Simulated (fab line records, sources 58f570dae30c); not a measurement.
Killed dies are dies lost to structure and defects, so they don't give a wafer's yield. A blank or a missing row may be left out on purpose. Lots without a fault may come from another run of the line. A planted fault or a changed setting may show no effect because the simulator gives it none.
Which tool did it? | flow berkeley_cmos170 | 7 lots, 21 wafers sampled, at 2 steps of a route of 331

WHAT THE GAUGES READ, wafer by wafer
UCB170_PFIELD_OVL_MEAS_06.
lot  | measured    | on         | PFIELD_OVL (nm)
L349 | day 5 06:50 | overlay-02 | -2 -1 -6
L351 | day 5 11:19 | overlay-02 | 4 -2 2
L354 | day 6 02:16 | overlay-01 | -1 -1 4
L356 | day 6 13:07 | overlay-01 | 13 15 14
L361 | day 7 10:14 | overlay-01 | -7 -12 -2
L366 | day 8 12:53 | overlay-01 | -7 -5 -9
L369 | day 9 08:10 | overlay-01 | 88 81 86

WHICH TOOL RAN EACH LOT (tool, then ch and the chambers of the sampled wafers, then the start)
lot  | UCB170_PFIELD_EXPOSE_03
L349 | krf_scanner-01 ch 0, day 5 06:27
L351 | krf_scanner-01 ch 0, day 5 10:58
L354 | krf_scanner-02 ch 0, day 6 01:52
L356 | krf_scanner-02 ch 0, day 6 12:13
L361 | krf_scanner-02 ch 0, day 7 09:37
L366 | krf_scanner-02 ch 0, day 8 12:29
L369 | krf_scanner-01 ch 0, day 9 07:46
- UCB170_PFIELD_EXPOSE_03: exposes mask PFIELD, target cd 1500 nm.

THE ANSWER, worked out from the rows above alone
Rule: what is usual is taken from the lots themselves. Put in order of their means at a reading, lots are off if they are a third of the lots or fewer, leave a main group of 4 or more, and stand apart from it by a gap of 3 or more times the standard deviation of the main group's means; of several such gaps the widest counts. A main group whose means are all the same, to the digits that the tables above print for the reading, isn't used. A lot without any number at a reading at which 4 lots or more have one is off too. The other lots that the step has rows for count as sound.
Off: L369, at UCB170_PFIELD_OVL_MEAS_06 (PFIELD_OVL). The main group: mean -0 nm, standard deviation 7.1.
A tool fits if, at a process step before that reading, it ran every lot that is off, and no sound lot after the first of them. The gauges at UCB170_PFIELD_OVL_MEAS_06 are tried like those tools. Can't be told from this: 2 tools fit, krf_scanner-01 at UCB170_PFIELD_EXPOSE_03, overlay-01 at UCB170_PFIELD_OVL_MEAS_06.

WHAT THE SIMULATOR HAD PUT IN
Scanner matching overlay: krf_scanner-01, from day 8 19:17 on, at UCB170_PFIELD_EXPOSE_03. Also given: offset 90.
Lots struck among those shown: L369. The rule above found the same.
